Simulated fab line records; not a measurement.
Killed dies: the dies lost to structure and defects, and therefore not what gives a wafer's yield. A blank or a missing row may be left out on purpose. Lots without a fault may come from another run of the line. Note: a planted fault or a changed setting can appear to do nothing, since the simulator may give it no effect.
Which tool did it? / flow rit-cmos / 7 lots, 21 wafers sampled, at 2 steps of a route of 202

== WHAT THE GAUGES SHOWED, per wafer ==
RIT_FOX2_THK_MEAS_01.
lot=L798; measured=day 2 01:25; on=film-metro-03; FOX2_OXIDE_THK (nm)=361 359 361
lot=L800; measured=day 2 11:13; on=film-metro-04; FOX2_OXIDE_THK (nm)=358 354 354
lot=L809; measured=day 4 08:35; on=film-metro-03; FOX2_OXIDE_THK (nm)=372 368 374
lot=L811; measured=day 4 17:26; on=film-metro-02; FOX2_OXIDE_THK (nm)=346 345 345
lot=L813; measured=day 5 03:41; on=film-metro-04; FOX2_OXIDE_THK (nm)=351 356 348
lot=L815; measured=day 5 15:05; on=film-metro-02; FOX2_OXIDE_THK (nm)=356 364 364
lot=L820; measured=day 6 14:05; on=film-metro-03; FOX2_OXIDE_THK (nm)=355 349 353

== TOOL THAT RAN EACH LOT (tool first, then ch and the chambers of the sampled wafers, then the start) ==
lot=L798; RIT_FOX2_OXIDATION_00=furnace-01 ch 0, day 2 00:05
lot=L800; RIT_FOX2_OXIDATION_00=furnace-03 ch 0, day 2 09:53
lot=L809; RIT_FOX2_OXIDATION_00=furnace-04 ch 0, day 4 07:15
lot=L811; RIT_FOX2_OXIDATION_00=furnace-01 ch 0, day 4 16:07
lot=L813; RIT_FOX2_OXIDATION_00=furnace-01 ch 0, day 5 02:23
lot=L815; RIT_FOX2_OXIDATION_00=furnace-03 ch 0, day 5 13:45
lot=L820; RIT_FOX2_OXIDATION_00=furnace-01 ch 0, day 6 12:46
- RIT_FOX2_OXIDATION_00: target thk 350.7 nm, ox time 1130 s.

== THE ANSWER, worked out from the rows above alone ==
Rule: the usual values come from the lots themselves. The widest of any qualifying gaps counts: lots, ordered by their means at a reading, are off when they make up no more than a third of the lots, leave a main group of 4 or more, and stand apart from it by 3 or more times the standard deviation of that group's means. A main group is skipped when, at the precision printed for the reading in the tables above, its means are all equal. Also off: a lot with no number at a reading for which 4 or more lots have one. The other lots that the step has rows for count as sound.
No lot is off at any reading shown: from this, nothing can be told.

== WHAT HAD BEEN PUT IN BY THE SIMULATOR ==
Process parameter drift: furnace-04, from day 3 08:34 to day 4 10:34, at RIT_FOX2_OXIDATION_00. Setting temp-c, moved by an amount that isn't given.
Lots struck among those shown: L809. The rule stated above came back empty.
